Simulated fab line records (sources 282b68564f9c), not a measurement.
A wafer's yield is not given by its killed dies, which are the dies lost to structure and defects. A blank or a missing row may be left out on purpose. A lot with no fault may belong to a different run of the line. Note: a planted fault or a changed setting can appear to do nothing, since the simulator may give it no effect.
One fault seen from 2 desks + flow rit-cmos + each desk holds nothing but its own numbers, with what lay behind them at the end

## DESK OF THE TOOL OWNER: rie-metal-04
The tool's own readings at RIT_M1_METAL_ETCH_12 (etches Al in Cl2/BCl3, stops on SiO2, time 165 s, target depth 600 nm): means of the sampled wafers that have a number, for each lot that ran on this tool. Any lot whose mean is over 4 standard deviations away from the usual mean is out of limits and marked OUT; that distance is given in the brackets.
Columns: A = chamber-pressure-mTorr at RIT_M1_METAL_ETCH_12, usual 99.99 mTorr; B = drypump-motor-current-A at RIT_M1_METAL_ETCH_12, usual 5.5 A; C = oes-product-au at RIT_M1_METAL_ETCH_12, usual 0.776 a.u.; D = throttle-valve-pct at RIT_M1_METAL_ETCH_12, usual 8.43 %
| lot  | first seen here | A                        | B   | C     | D    |
|------|-----------------|--------------------------|-----|-------|------|
| L674 | day 5 15:50     | 100.05                   | 5.2 | 0.772 | 8.38 |
| L678 | day 6 18:51     | 149.97 (+99 or more) OUT | 5.1 | 0.782 | 8.37 |
| L680 | day 7 11:02     | 150.09 (+99 or more) OUT | 5.5 | 0.776 | 8.42 |
Finding of this desk: L678, L680 out of limits; the first was L678 at day 6 18:51, on chamber-pressure-mTorr at RIT_M1_METAL_ETCH_12. L674: within limits.

## METROLOGY DESK
What the gauges read for every lot (on any tool): the sampled wafers with a number, averaged. Any lot whose mean is over 4 standard deviations away from the usual mean is out of limits and marked OUT; that distance is given in the brackets.
Columns: A = M1_AL_RS at RIT_M1_RS_MEAS_01, usual 0.0739 ohm/sq; B = M1_AL_THK at RIT_M1_THK_MEAS_02, usual 395 nm; C = cd-nm at RIT_M1_CD_MEAS_09, usual 2599.7 nm; D = M1_OVL at RIT_M1_OVL_MEAS_10, usual -0.3 nm
| lot  | first seen here | A      | B   | C      | D    |
|------|-----------------|--------|-----|--------|------|
| L669 | day 4 11:34     | 0.0740 | 394 | 2600.4 | -0.4 |
| L674 | day 5 14:14     | 0.0741 | 393 | 2597.2 | -0.4 |
| L679 | day 6 16:20     | 0.0739 | 396 | 2599.5 | 1.3  |
| L678 | day 6 17:23     | 0.0737 | 397 | 2597.9 | -2.2 |
| L680 | day 7 09:20     | 0.0750 | 391 | 2599.1 | -0.2 |
| L685 | day 8 13:12     | 0.0746 | 390 | 2599.5 | -0.3 |
This desk's finding: nothing out of limits on any of the 6 lots.

## ALL TOGETHER
On L678, L680, at day 6 18:51, an alarm was possible from the tool owner's desk.
From the metrology desk's view, nothing was out of limits.
The metrology desk has L678, L680 on record, within its limits.
Of the lots named, all ran RIT_M1_METAL_ETCH_12 on rie-metal-04.

## WHAT THE SIMULATOR PUT IN
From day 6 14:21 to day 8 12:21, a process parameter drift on rie-metal-04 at RIT_M1_METAL_ETCH_12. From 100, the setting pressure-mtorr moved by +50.
Struck lots among those shown: L678, L680.
Each desk's first reading out of limits, in hours after the fault started: the tool owner's desk, 4.
